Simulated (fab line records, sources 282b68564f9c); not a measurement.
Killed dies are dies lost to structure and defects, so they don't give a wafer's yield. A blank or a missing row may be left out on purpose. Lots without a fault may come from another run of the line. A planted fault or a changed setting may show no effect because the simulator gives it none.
A struck lot beside a sound one | flow rit_cmos | 15 steps out of a route of 202
Sound: wafers L592.2, L592.5, L592.6. Struck: wafers L607.2, L607.5, L607.6. The cause comes at the end.
At each step with rows: each side's tool, then ch and its chambers, then its first start. Under that, the readings that differ: sound wafers | struck wafers | difference of the means | sigmas: that difference in standard deviations of wafers without a fault.
alike: readings whose means differ by less than 2 such deviations, and words and numbers that are the same on both sides. not compared: withheld readings, readings that some wafer has no value for, bounds like >300 that may hide the same value, and numbers for which the record gives no deviation and whose values overlap.
The two part at a step that has a row with sigmas, a row that says differs or no value, or rows on one side only. Numbers that don't overlap but have no deviation are shown without sigmas and don't part them. A reading that every wafer of one side lacks parts them only if that side has two wafers or more.

RIT_GATE_STRIP_20: strips in O2, time 180 s.
  sound on plasma_asher-02 ch 0,1, day 3 00:50; struck on plasma_asher-02 ch 0,1, day 6 07:00
  alike: drypump_motor_current_A
  not compared: rf_hours_counter_h
RIT_GATE_CD_MEAS_90: target cd 150 nm.
  sound on cd_sem-01, day 3 01:02; struck on cd_sem-01, day 6 07:12
  alike: cd_nm
then, 4 steps without rows for these wafers: RIT_REOX_CLEAN_00 (cleans in SC1, time 600 s); RIT_REOX_CLEAN_01 (cleans in dHF, time 30 s); RIT_REOX_CLEAN_02 (cleans in SC2, time 600 s); RIT_REOX_OXIDATION_03 (target thk 25.2 nm, ox time 5580 s).
RIT_REOX_THK_MEAS_04:
  sound on film_metro-03, day 3 04:04; struck on film_metro-01, day 6 10:14
  alike: REOX_OXIDE_THK
then, 5 steps without rows for these wafers: RIT_NLDD_HMDS_00 (prime time 60 s); RIT_NLDD_COAT_01 (resist thk 1000 nm); RIT_NLDD_SOFTBAKE_02 (time 60 s); RIT_NLDD_EXPOSE_03 (exposes mask M7, target cd 40700 nm); RIT_NLDD_PEB_04.
RIT_NLDD_DEVELOP_05: develop time 50 s.
  sound on litho_track-03 ch 0, day 3 04:00; struck on litho_track-01 ch 0, day 6 11:00
  reading              | sound             | struck            | difference | sigmas
  developer_temp_C (C) | 22.98 22.96 22.93 | 24.01 23.98 24.10 | +1.07      | +10
  alike: exhaust_pa
RIT_NLDD_OVL_MEAS_06:
  sound on overlay-01, day 3 04:58; struck on overlay-01, day 6 11:16
  alike: NLDD_OVL
RIT_M1_PROBE_99:
  sound on prober-01, day 3 20:20; struck on prober-01, day 7 03:53
  alike: killed_at_M0_to_M3, killed_at_contacts, killed_at_front_end, killed_dies, killed_open, killed_short

WHERE THEY PART
Only at RIT_NLDD_DEVELOP_05, within this record. Later steps at which nothing parts them and some readings are alike: RIT_NLDD_OVL_MEAS_06, RIT_M1_PROBE_99.

WHY: what the simulator had put in
Process parameter drift: litho_track-01, from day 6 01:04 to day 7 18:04, at RIT_NLDD_DEVELOP_05. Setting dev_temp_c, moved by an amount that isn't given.
